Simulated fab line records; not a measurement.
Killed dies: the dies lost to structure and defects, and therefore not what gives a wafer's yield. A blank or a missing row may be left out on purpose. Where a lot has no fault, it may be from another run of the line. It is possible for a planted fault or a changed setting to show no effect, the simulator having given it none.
Which tool did it? / flow ritCmos / 14 lots with 40 wafers sampled at 2 steps, on a route of 202 steps

WHAT THE GAUGES READ, wafer by wafer
Not one reading of a measure or inspect step in the record can be checked against a usual standard deviation.

WHICH TOOL RAN EACH LOT (tool, then ch and the chambers of the sampled wafers, then the start)
lot=L762; RIT_SDANNEAL_CLEAN_00=wetBench-03 ch 1, day 3 12:08; RIT_M1_PROBE_99=-
lot=L764; RIT_SDANNEAL_CLEAN_00=wetBench-01 ch 0, day 3 14:26; RIT_M1_PROBE_99=-
lot=L765; RIT_SDANNEAL_CLEAN_00=wetBench-03 ch 1, day 4 01:11; RIT_M1_PROBE_99=prober-01, day 4 09:05
lot=L773; RIT_SDANNEAL_CLEAN_00=wetBench-01 ch 0, day 5 09:48; RIT_M1_PROBE_99=-
lot=L774; RIT_SDANNEAL_CLEAN_00=wetBench-01 ch 3, day 5 18:52; RIT_M1_PROBE_99=-
lot=L775; RIT_SDANNEAL_CLEAN_00=wetBench-03 ch 1, day 6 02:08; RIT_M1_PROBE_99=prober-01, day 6 10:08
lot=L776; RIT_SDANNEAL_CLEAN_00=wetBench-02 ch 2, day 6 12:00; RIT_M1_PROBE_99=-
lot=L777; RIT_SDANNEAL_CLEAN_00=wetBench-02 ch 3, day 6 17:20; RIT_M1_PROBE_99=-
lot=L778; RIT_SDANNEAL_CLEAN_00=wetBench-03 ch 2, day 6 17:34; RIT_M1_PROBE_99=-
lot=L779; RIT_SDANNEAL_CLEAN_00=wetBench-03 ch 1, day 7 07:36; RIT_M1_PROBE_99=prober-01, day 7 15:53
lot=L781; RIT_SDANNEAL_CLEAN_00=wetBench-02 ch 3, day 7 23:09; RIT_M1_PROBE_99=prober-01, day 8 07:14
lot=L783; RIT_SDANNEAL_CLEAN_00=wetBench-02 ch 3, day 8 04:19; RIT_M1_PROBE_99=prober-02, day 8 12:16
lot=L782; RIT_SDANNEAL_CLEAN_00=wetBench-03 ch 2, day 8 04:47; RIT_M1_PROBE_99=prober-01, day 8 13:40
lot=L784; RIT_SDANNEAL_CLEAN_00=wetBench-03 ch 0, day 8 13:02; RIT_M1_PROBE_99=prober-02, day 8 21:13
- RIT_SDANNEAL_CLEAN_00: cleans in SC1, time 600 s.
- RIT_M1_PROBE_99

AS READ BY THE TOOLS THEMSELVES (means over the sampled wafers that have a number; for cases with no such wafer, the mark the record gives instead)
RIT_SDANNEAL_CLEAN_00. Usual: tempC at 75.01 C, with a standard deviation of 0.14.
lot=L762; tool=wetBench-03; tempC (C)=74.69; flag=
lot=L764; tool=wetBench-01; tempC (C)=74.92; flag=
lot=L765; tool=wetBench-03; tempC (C)=75.02; flag=
lot=L773; tool=wetBench-01; tempC (C)=74.40; flag=OFF
lot=L774; tool=wetBench-01; tempC (C)=74.39; flag=OFF
lot=L775; tool=wetBench-03; tempC (C)=75.07; flag=
lot=L776; tool=wetBench-02; tempC (C)=75.12; flag=
lot=L777; tool=wetBench-02; tempC (C)=75.21; flag=
lot=L778; tool=wetBench-03; tempC (C)=74.82; flag=
lot=L779; tool=wetBench-03; tempC (C)=74.91; flag=
lot=L781; tool=wetBench-02; tempC (C)=74.90; flag=
lot=L783; tool=wetBench-02; tempC (C)=75.18; flag=
lot=L782; tool=wetBench-03; tempC (C)=75.08; flag=
lot=L784; tool=wetBench-03; tempC (C)=74.99; flag=

RIT_M1_PROBE_99. Usual: killedAtContacts 0.0, standard deviation 0.22; killedAtFrontEnd 6.6, standard deviation 2.7; killedDies 6.7, standard deviation 2.7; killedOnRim 1.7, standard deviation 1.4; killedOpen 3.4, standard deviation 2; killedShort 3.2, standard deviation 1.8.
lot=L765 tool=prober-01 killedAtContacts=0.0 killedAtFrontEnd=7.0 killedDies=7.0 killedOnRim=2.0 killedOpen=4.3 killedShort=2.7 flag=
lot=L775 tool=prober-01 killedAtContacts=0.0 killedAtFrontEnd=5.3 killedDies=5.3 killedOnRim=2.0 killedOpen=2.7 killedShort=2.7 flag=
lot=L779 tool=prober-01 killedAtContacts=0.0 killedAtFrontEnd=5.0 killedDies=5.0 killedOnRim=1.0 killedOpen=2.3 killedShort=2.7 flag=
lot=L781 tool=prober-01 killedAtContacts=0.0 killedAtFrontEnd=5.7 killedDies=5.7 killedOnRim=1.0 killedOpen=2.0 killedShort=3.7 flag=
lot=L783 tool=prober-02 killedAtContacts=0.0 killedAtFrontEnd=8.7 killedDies=8.7 killedOnRim=2.7 killedOpen=3.0 killedShort=5.7 flag=
lot=L782 tool=prober-01 killedAtContacts=0.3 killedAtFrontEnd=8.3 killedDies=8.7 killedOnRim=1.3 killedOpen=4.7 killedShort=4.0 flag=
lot=L784 tool=prober-02 killedAtContacts=0.7 killedAtFrontEnd=6.7 killedDies=7.3 killedOnRim=0.7 killedOpen=4.3 killedShort=3.0 flag=OFF

THE ANSWER, worked out from the rows above alone
Rule: take the mean of a lot's wafers that have a number; if it is more than 3 standard deviations from the usual mean, the lot is off. Also off: a lot with no number at a reading for which 4 or more lots have one. Any other lot the step has rows for is counted as sound. Order of review: gauges by route order, followed by the tools' own readings, for which a lot's mean as printed above is used. The first step at which some lot is off is used, and at that step the reading that is off furthest; a lot without a number counts as furthest.
Off at RIT_SDANNEAL_CLEAN_00 (tempC): L773, L774.
If a tool, at that step or one of the process steps before it, ran each lot that is off and ran no sound lot following the first of them, it fits. One fits: wetBench-01 at RIT_SDANNEAL_CLEAN_00. Its last sound lot is L764 (day 3 14:26), its first lot that is off L773 (day 5 09:48): a fault that began between those two fits.

WHAT THE SIMULATOR HAD INSERTED
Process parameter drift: wetBench-01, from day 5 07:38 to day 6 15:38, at RIT_SDANNEAL_CLEAN_00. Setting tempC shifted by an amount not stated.
Shown lots that were struck: L773, L774. This agrees with what the rule above found.
